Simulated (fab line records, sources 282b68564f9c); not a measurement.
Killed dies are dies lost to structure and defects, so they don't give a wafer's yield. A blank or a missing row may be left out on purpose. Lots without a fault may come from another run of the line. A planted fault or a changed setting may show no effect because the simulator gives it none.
Which tool did it? | flow rit_cmos | 15 lots, 45 wafers sampled, at 2 steps of a route of 202

WHAT THE GAUGES READ, wafer by wafer
RIT_REOX_THK_MEAS_04.
lot  | measured    | on            | REOX_OXIDE_THK (nm)
L962 | day 2 21:43 | film_metro-02 | 24.4 24.8 24.7
L964 | day 3 09:07 | film_metro-02 | 25.3 25.1 24.8
L965 | day 3 12:34 | film_metro-04 | 25.1 24.5 24.7
L966 | day 3 19:07 | film_metro-03 | 25.7 25.8 25.9
L967 | day 3 23:40 | film_metro-02 | 25.2 25.5 25.5
L968 | day 4 03:53 | film_metro-03 | 25.3 25.1 25.4
L969 | day 4 09:47 | film_metro-04 | 24.8 24.7 24.5
L973 | day 5 07:46 | film_metro-04 | 40.5 39.5 40.3
L974 | day 5 10:33 | film_metro-02 | 25.8 25.8 25.7
L975 | day 5 15:04 | film_metro-04 | 26.1 26.0 26.3
L976 | day 6 00:35 | film_metro-04 | 40.4 40.4 40.3
L977 | day 6 05:31 | film_metro-02 | 41.5 41.6 41.7
L980 | day 6 19:29 | film_metro-03 | 25.3 24.8 25.2
L982 | day 7 02:07 | film_metro-04 | 25.3 25.6 25.9
L984 | day 7 11:12 | film_metro-03 | 25.8 26.0 25.9

WHICH TOOL RAN EACH LOT (tool, then ch and the chambers of the sampled wafers, then the start)
lot  | RIT_REOX_OXIDATION_03
L962 | furnace-02 ch 0, day 2 19:10
L964 | furnace-01 ch 0, day 3 06:32
L965 | furnace-01 ch 0, day 3 09:59
L966 | furnace-03 ch 0, day 3 16:34
L967 | furnace-03 ch 0, day 3 21:07
L968 | furnace-02 ch 0, day 4 01:20
L969 | furnace-01 ch 0, day 4 07:14
L973 | furnace-03 ch 0, day 5 02:29
L974 | furnace-02 ch 0, day 5 08:00
L975 | furnace-02 ch 0, day 5 12:31
L976 | furnace-01 ch 0, day 5 18:44 and furnace-03 ch 0, day 5 22:02
L977 | furnace-01 ch 0, day 6 00:15
L980 | furnace-02 ch 0, day 6 16:55
L982 | furnace-03 ch 0, day 6 23:33
L984 | furnace-01 ch 0, day 7 08:38
- RIT_REOX_OXIDATION_03: target thk 25.2 nm, ox time 5580 s.

WHAT THE TOOLS THEMSELVES READ (means of the sampled wafers that have a number; where no wafer has one, the mark that the record gives instead)
The record holds no such reading with a usual standard deviation.

THE ANSWER, worked out from the rows above alone
Rule: what is usual is taken from the lots themselves. Put in order of their means at a reading, lots are off if they are a third of the lots or fewer, leave a main group of 4 or more, and stand apart from it by a gap of 3 or more times the standard deviation of the main group's means; of several such gaps the widest counts. A main group whose means are all the same, to the digits that the tables above print for the reading, isn't used. A lot without any number at a reading at which 4 lots or more have one is off too. The other lots that the step has rows for count as sound. The gauges are gone through in route order, then the tools' own readings, and for those a lot's mean is taken as printed above. The first step at which some lot is off is used, and at that step the reading that is off furthest; a lot without a number counts as furthest.
Off: L973, L976, L977, at RIT_REOX_THK_MEAS_04 (REOX_OXIDE_THK). The main group: mean 25.3 nm, standard deviation 0.49.
A tool fits if, at a process step before that reading, it ran every lot that is off, and no sound lot after the first of them. The gauges at RIT_REOX_THK_MEAS_04 are tried like those tools. None of those tried fits.

WHAT THE SIMULATOR HAD PUT IN
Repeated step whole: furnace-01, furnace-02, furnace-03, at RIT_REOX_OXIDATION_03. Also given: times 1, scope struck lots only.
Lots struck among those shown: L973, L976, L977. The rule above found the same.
